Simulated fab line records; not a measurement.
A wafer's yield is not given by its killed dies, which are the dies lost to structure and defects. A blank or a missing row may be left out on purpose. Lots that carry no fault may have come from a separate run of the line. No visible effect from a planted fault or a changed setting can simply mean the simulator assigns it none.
Which tool is to blame? + flow berkeley_cmos170 + 7 lots with 21 wafers sampled at 2 steps, on a route of 331 steps

WHAT EACH GAUGE READ, for each wafer
UCB170_NWELL_TW_MEAS_16.
| lot  | measured    | on            | NWELL_TW       |
|------|-------------|---------------|----------------|
| L843 | day 3 00:57 | film_metro-02 | 1238 1245 1239 |
| L841 | day 3 01:07 | film_metro-04 | 1256 1250 1250 |
| L845 | day 3 16:01 | film_metro-01 | 1255 1259 1256 |
| L850 | day 4 16:14 | film_metro-04 | 1197 1196 1203 |
| L854 | day 5 07:35 | film_metro-04 | 1187 1195 1195 |
| L857 | day 5 20:51 | film_metro-04 | 1241 1242 1244 |
| L861 | day 7 01:07 | film_metro-01 | 1267 1276 1267 |

EACH LOT AND THE TOOL THAT RAN IT (in order: tool; ch and the chambers of the sampled wafers; start)
| lot  | UCB170_NWELL_IMPLANT_14        |
|------|--------------------------------|
| L843 | implanter-04 ch 0, day 3 00:44 |
| L841 | implanter-01 ch 0, day 3 00:54 |
| L845 | implanter-04 ch 0, day 3 15:46 |
| L850 | implanter-04 ch 0, day 4 15:59 |
| L854 | implanter-04 ch 0, day 5 07:20 |
| L857 | implanter-01 ch 0, day 5 20:36 |
| L861 | implanter-02 ch 0, day 7 00:54 |
- UCB170_NWELL_IMPLANT_14

THE ANSWER, worked out from the rows above alone
Rule: what is usual is taken from the lots themselves. Put in order of their means at a reading, lots are off if they are a third of the lots or fewer, leave a main group of 4 or more, and stand apart from it by a gap of 3 or more times the standard deviation of the main group's means; of several such gaps the widest counts. A main group is skipped when, at the precision printed for the reading in the tables above, its means are all equal. Also off: a lot with no number at a reading for which 4 or more lots have one. The other lots that the step has rows for count as sound.
Off: L850, L854, seen at UCB170_NWELL_TW_MEAS_16 (NWELL_TW). The main group: mean 1252, standard deviation 11.
If a tool, at a process step before that reading, ran all the lots that are off and no sound lot after the first of them, it fits. Those tools and the gauges at UCB170_NWELL_TW_MEAS_16 are tried in the same way. One fits: implanter-04 at UCB170_NWELL_IMPLANT_14. Its last sound lot is L845 (day 3 15:46), its first lot that is off L850 (day 4 15:59): a fault that began between those two fits.

WHAT THE SIMULATOR HAD INSERTED
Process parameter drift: implanter-04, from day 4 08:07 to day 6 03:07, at UCB170_NWELL_IMPLANT_14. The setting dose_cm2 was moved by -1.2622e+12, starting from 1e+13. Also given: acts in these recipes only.
Shown lots that were struck: L850, L854. Same finding as the rule above.
